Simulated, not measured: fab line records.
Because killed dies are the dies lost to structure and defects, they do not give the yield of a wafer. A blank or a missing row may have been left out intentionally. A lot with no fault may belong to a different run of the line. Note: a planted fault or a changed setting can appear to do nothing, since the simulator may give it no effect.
8D (eight disciplines) problem report, filled in by code	flow rit_cmos	the parts of the form that need people (team, actions taken, sign-off) are left out

## 1. PROBLEM STATEMENT
Across 6 wafers from 2 lots, CONTACT_TEOS_THK at RIT_CONTACT_THK_MEAS_01 averages 280 nm, while fault-free wafers read 400 nm with a standard deviation of 4.6. Measured from the usual mean, that is -26 standard deviations.
The first sign was on wafer L219.1 at day 4 23:59, on film_metro-02. At this step, 42 wafers from 14 lots have a number in the record. Rule for "out" (also "out of limits"): further than 4 standard deviations from the usual mean. The other wafers with a number count as sound.

## 2. WHAT IT IS AND WHAT IT IS NOT
question	is	is not
which readings at this step	CONTACT_TEOS_THK	-
which lots	L219, L222	L210, L211, L212, L213, L214, L216, L217, L227, L229, L230, L232, L233
which wafers of those lots	all that have a number	-
read on which gauges	film_metro-02, film_metro-03	film_metro-04
when	from day 4 23:59	up to then (21 sound wafers); but 15 sound wafers of L227, L229, L230, L232, L233 came after

## 3. THE SUSPECTS, EACH WITH WHAT RULES IT OUT
Counting: a tool at any process step up to the reading remains a suspect when it ran all the lots that are out and ran no sound lot after the first of those.
- the gauge at RIT_CONTACT_THK_MEAS_01 is ruled out. The wafers that are out were read on 2 gauges (film_metro-02, film_metro-03).
- pecvd-02 at RIT_CONTACT_CVD_00 (deposits SiO2 from TEOS, target thk 400 nm, time 61 s): kept. It processed each lot that is out, first L219 at day 4 23:56, and no sound lot thereafter; up to then, the last sound lot it processed was L216 at day 4 07:44.
After counting, what remains is pecvd-02 at RIT_CONTACT_CVD_00.

## 4. THE CAUSE (what the simulator had put in)
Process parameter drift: pecvd-02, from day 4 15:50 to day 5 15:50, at RIT_CONTACT_CVD_00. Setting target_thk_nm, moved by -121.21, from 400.
This tool alone remained once counting was done.

## 5. THE CHAIN OF EFFECTS, in route order
Rows list readings where the struck wafers' mean (over those with a number) sits beyond 3 standard deviations from the usual. Scope: only readings with a usual standard deviation given in the record; hours: median across lots of the time from each lot's start at the first step in this table that gives one to its start at this step; sigmas: change in usual standard deviations.
hours	step	reading	usual	on struck wafers	change	sigmas
0	RIT_CONTACT_THK_MEAS_01	CONTACT_TEOS_THK	400 nm	280	-120	-26

## 6. WHAT WOULD HAVE CAUGHT IT SOONER
Counted from the fault's start at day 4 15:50, it took 8 hours until the first out-of-limits reading at a measuring or inspecting step in this record, taken at day 4 23:59.
No tool reading at RIT_CONTACT_CVD_00 that has a usual standard deviation in the record was out on any struck wafer, so an alarm limit of 4 standard deviations on those readings would not have fired.
L222, from the lots that are out (2), started RIT_CONTACT_CVD_00 on pecvd-02 later than day 4 23:59. Had the tool been put on hold then, it would have been spared.
